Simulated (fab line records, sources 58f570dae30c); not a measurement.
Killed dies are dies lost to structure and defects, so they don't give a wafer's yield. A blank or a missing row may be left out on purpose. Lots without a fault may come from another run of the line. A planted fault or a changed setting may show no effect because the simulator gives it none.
Which tool did it? | flow berkeley_cmos170 | 13 lots, 39 wafers sampled, at 6 steps of a route of 331

WHAT THE GAUGES READ, wafer by wafer
UCB170_START_THK_MEAS_03. Usual: START_OXIDE_THK 20.1 nm, standard deviation 0.4.
lot  | measured    | on            | START_OXIDE_THK (nm) | flag
L893 | day 2 01:56 | film_metro-03 | 20.3 19.7 20.3       |
L894 | day 2 04:47 | film_metro-04 | 19.9 20.2 20.3       |
L896 | day 2 16:30 | film_metro-04 | 20.1 20.1 20.3       |
L897 | day 2 20:25 | film_metro-04 | 20.0 20.1 20.1       |
L898 | day 3 02:34 | film_metro-03 | 20.6 20.6 20.3       |
L900 | day 3 12:09 | film_metro-04 | 19.7 19.9 19.6       |
L902 | day 3 21:22 | film_metro-02 | 20.5 20.3 20.8       |
L904 | day 4 07:14 | film_metro-02 | 20.3 20.6 20.6       |
L907 | day 4 23:35 | film_metro-04 | 20.0 20.2 20.4       |
L911 | day 5 19:43 | film_metro-04 | 19.6 19.5 19.9       |
L912 | day 6 01:39 | film_metro-03 | 19.7 19.6 19.5       |
L913 | day 6 01:40 | film_metro-04 | 20.2 20.2 20.1       |
L914 | day 6 09:49 | film_metro-02 | 20.0 20.0 20.4       |

UCB170_NLDD_CD_MEAS_06: target cd 1200 nm. Usual: cd_nm 1199.6 nm, standard deviation 1.4.
lot  | measured     | on        | cd_nm (nm)           | flag
L893 | day 7 06:10  | cd_sem-02 | 1200.7 1201.5 1201.0 |
L894 | day 7 06:56  | cd_sem-02 | 1199.6 1197.1 1198.6 |
L896 | day 8 05:08  | cd_sem-02 | 1200.4 1200.9 1200.9 |
L897 | day 8 04:26  | cd_sem-01 | 1200.0 1199.7 1199.2 |
L898 | day 8 10:21  | cd_sem-02 | 1200.3 1200.0 1198.2 |
L900 | day 8 10:40  | cd_sem-01 | 1196.9 1197.9 1197.1 |
L902 | day 9 03:12  | cd_sem-02 | 1200.0 1197.9 1199.7 |
L904 | day 9 02:32  | cd_sem-01 | - - -                | OFF
L907 | day 10 05:52 | cd_sem-02 | 1200.1 1201.1 1200.3 |
L911 | day 10 19:58 | cd_sem-02 | 1197.2 1197.1 1198.7 |
L912 | day 10 20:05 | cd_sem-01 | 1198.9 1200.5 1199.8 |
L913 | day 10 19:51 | cd_sem-01 | 1199.6 1199.9 1198.8 |
L914 | day 11 04:53 | cd_sem-02 | 1199.9 1199.9 1201.1 |

UCB170_NLDD_TW_MEAS_11. Usual: NLDD_TW 2203, standard deviation 19.
lot  | measured     | on            | NLDD_TW        | flag
L893 | day 7 06:43  | film_metro-02 | 2233 2228 2233 |
L894 | day 7 07:29  | film_metro-02 | 2233 2241 2231 |
L896 | day 8 05:41  | film_metro-04 | 2173 2190 2180 |
L897 | day 8 04:59  | film_metro-04 | 2182 2185 2175 |
L898 | day 8 10:54  | film_metro-04 | 2184 2187 2189 |
L900 | day 8 11:11  | film_metro-04 | 2192 2181 2185 |
L902 | day 9 03:45  | film_metro-04 | 2178 2173 2192 |
L904 | day 9 03:06  | film_metro-04 | 30 30 30       | OFF
L907 | day 10 06:24 | film_metro-02 | 2205 2200 2206 |
L911 | day 10 20:31 | film_metro-03 | 2180 2204 2187 |
L912 | day 10 20:38 | film_metro-02 | 2211 2194 2203 |
L913 | day 10 20:23 | film_metro-04 | 2186 2203 2206 |
L914 | day 11 05:26 | film_metro-04 | 2195 2200 2189 |

WHICH TOOL RAN EACH LOT (tool, then ch and the chambers of the sampled wafers, then the start)
lot  | UCB170_ACTIVE_ETCH_15             | UCB170_ACTIVE_STRIP_16              | UCB170_NLDD_EXPOSE_03
L893 | rie_diel-03 ch 1,2,3, day 4 23:56 | plasma_asher-03 ch 1, day 5 00:02   | krf_scanner-01 ch 0, day 7 05:31
L894 | rie_diel-01 ch 2,3, day 5 00:06   | plasma_asher-02 ch 0,1, day 5 00:12 | krf_scanner-02 ch 0, day 7 06:25
L896 | rie_diel-01 ch 0,2, day 5 16:29   | plasma_asher-01 ch 0, day 5 16:35   | krf_scanner-01 ch 0, day 8 04:37
L897 | rie_diel-04 ch 1,3, day 5 16:15   | plasma_asher-02 ch 0,1, day 5 16:21 | krf_scanner-01 ch 0, day 8 04:02
L898 | rie_diel-04 ch 0,1,2, day 5 23:47 | plasma_asher-01 ch 0,1, day 5 23:53 | krf_scanner-01 ch 0, day 8 09:38
L900 | rie_diel-03 ch 0,2,3, day 6 05:53 | plasma_asher-01 ch 0,1, day 6 06:01 | krf_scanner-01 ch 0, day 8 10:09
L902 | rie_diel-03 ch 0,1,3, day 6 19:50 | plasma_asher-03 ch 0,1, day 6 19:56 | krf_scanner-02 ch 0, day 9 02:48
L904 | rie_diel-01 ch 1,2, day 6 23:47   | plasma_asher-01 ch 0,1, day 6 23:53 | krf_scanner-02 ch 0, day 9 01:59
L907 | rie_diel-01 ch 0,1,2, day 7 22:01 | plasma_asher-03 ch 0,1, day 7 22:10 | krf_scanner-01 ch 0, day 10 05:28
L911 | rie_diel-04 ch 1,3, day 8 19:46   | plasma_asher-02 ch 0,1, day 8 19:52 | krf_scanner-02 ch 0, day 10 19:19
L912 | rie_diel-03 ch 0,1,3, day 8 19:39 | plasma_asher-03 ch 0,1, day 8 19:45 | krf_scanner-02 ch 0, day 10 19:26
L913 | rie_diel-01 ch 0,1,3, day 8 20:02 | plasma_asher-02 ch 0,1, day 8 20:11 | krf_scanner-02 ch 0, day 10 19:14
L914 | rie_diel-01 ch 1,3, day 9 08:57   | plasma_asher-01 ch 0, day 9 09:03   | krf_scanner-01 ch 0, day 11 04:16
- UCB170_ACTIVE_ETCH_15: etches Si3N4 in CH3F/Ar/O2, stops on SiO2, target depth 242 nm, time 151 s.
- UCB170_ACTIVE_STRIP_16: strips in O2.
- UCB170_NLDD_EXPOSE_03: exposes mask NSELECT, target cd 1200 nm.

WHAT THE TOOLS THEMSELVES READ (means of the sampled wafers that have a number; where no wafer has one, the mark that the record gives instead)
UCB170_ACTIVE_ETCH_15. Usual: drypump_motor_current_A 6.0 A, standard deviation 0.49; oes_product_au 0.948 a.u., standard deviation 0.013; throttle_valve_pct 8.09 %, standard deviation 0.087.
lot  | tool        | drypump_motor_current_A (A) | oes_product_au (a.u.) | throttle_valve_pct (%) | flag
L893 | rie_diel-03 | 6.2                         | 0.950                 | 8.08                   |
L894 | rie_diel-01 | 6.4                         | 0.953                 | 8.16                   |
L896 | rie_diel-01 | 6.3                         | 0.935                 | 8.13                   |
L897 | rie_diel-04 | 5.3                         | 0.937                 | 7.96                   |
L898 | rie_diel-04 | 5.4                         | 0.951                 | 7.99                   |
L900 | rie_diel-03 | 6.4                         | 0.956                 | 8.08                   |
L902 | rie_diel-03 | 6.1                         | 0.949                 | 8.08                   |
L904 | rie_diel-01 | 6.3                         | 0.953                 | 8.19                   |
L907 | rie_diel-01 | 6.1                         | 0.940                 | 8.16                   |
L911 | rie_diel-04 | 5.3                         | 0.937                 | 7.94                   |
L912 | rie_diel-03 | 6.1                         | 0.948                 | 8.08                   |
L913 | rie_diel-01 | 5.8                         | 0.945                 | 8.13                   |
L914 | rie_diel-01 | 5.6                         | 0.953                 | 8.18                   |

UCB170_ACTIVE_STRIP_16. Usual: drypump_motor_current_A 5.5 A, standard deviation 0.43; oes_product_au 0.721 a.u., standard deviation 0.0046; strip_time_to_endpoint_s 18.06 s, standard deviation 0.12.
lot  | tool            | drypump_motor_current_A (A) | oes_product_au (a.u.) | strip_time_to_endpoint_s (s) | flag
L893 | plasma_asher-03 | 5.5                         | 0.721                 | 17.92                        |
L894 | plasma_asher-02 | 5.0                         | 0.719                 | 17.96                        |
L896 | plasma_asher-01 | 5.4                         | 0.722                 | 18.32                        |
L897 | plasma_asher-02 | 5.0                         | 0.724                 | 18.18                        |
L898 | plasma_asher-01 | 5.6                         | 0.718                 | 18.08                        |
L900 | plasma_asher-01 | 5.6                         | 0.722                 | 18.01                        |
L902 | plasma_asher-03 | 5.7                         | 0.724                 | 18.05                        |
L904 | plasma_asher-01 | 5.5                         | 0.724                 | 17.98                        |
L907 | plasma_asher-03 | 5.9                         | 0.720                 | 18.04                        |
L911 | plasma_asher-02 | 5.0                         | 0.720                 | 18.02                        |
L912 | plasma_asher-03 | 6.0                         | 0.720                 | 18.02                        |
L913 | plasma_asher-02 | 5.0                         | 0.719                 | 18.06                        |
L914 | plasma_asher-01 | 5.3                         | 0.717                 | 18.02                        |

THE ANSWER, worked out from the rows above alone
Rule: a lot is off if the mean of its wafers that have a number lies more than 3 standard deviations from the usual mean. A lot without any number at a reading at which 4 lots or more have one is off too. The other lots that the step has rows for count as sound. The gauges are gone through in route order, then the tools' own readings, and for those a lot's mean is taken as printed above. The first step at which some lot is off is used, and at that step the reading that is off furthest; a lot without a number counts as furthest.
Off: L904, at UCB170_NLDD_CD_MEAS_06 (cd_nm). Without a number there: L904.
A tool fits if, at a process step before that reading, it ran every lot that is off, and no sound lot after the first of them. The gauges at UCB170_NLDD_CD_MEAS_06 aren't tried: what is off there is off at UCB170_NLDD_TW_MEAS_11 too, on other tools, and a gauge's error can't cause that. None of those tried fits.

WHAT THE SIMULATOR HAD PUT IN
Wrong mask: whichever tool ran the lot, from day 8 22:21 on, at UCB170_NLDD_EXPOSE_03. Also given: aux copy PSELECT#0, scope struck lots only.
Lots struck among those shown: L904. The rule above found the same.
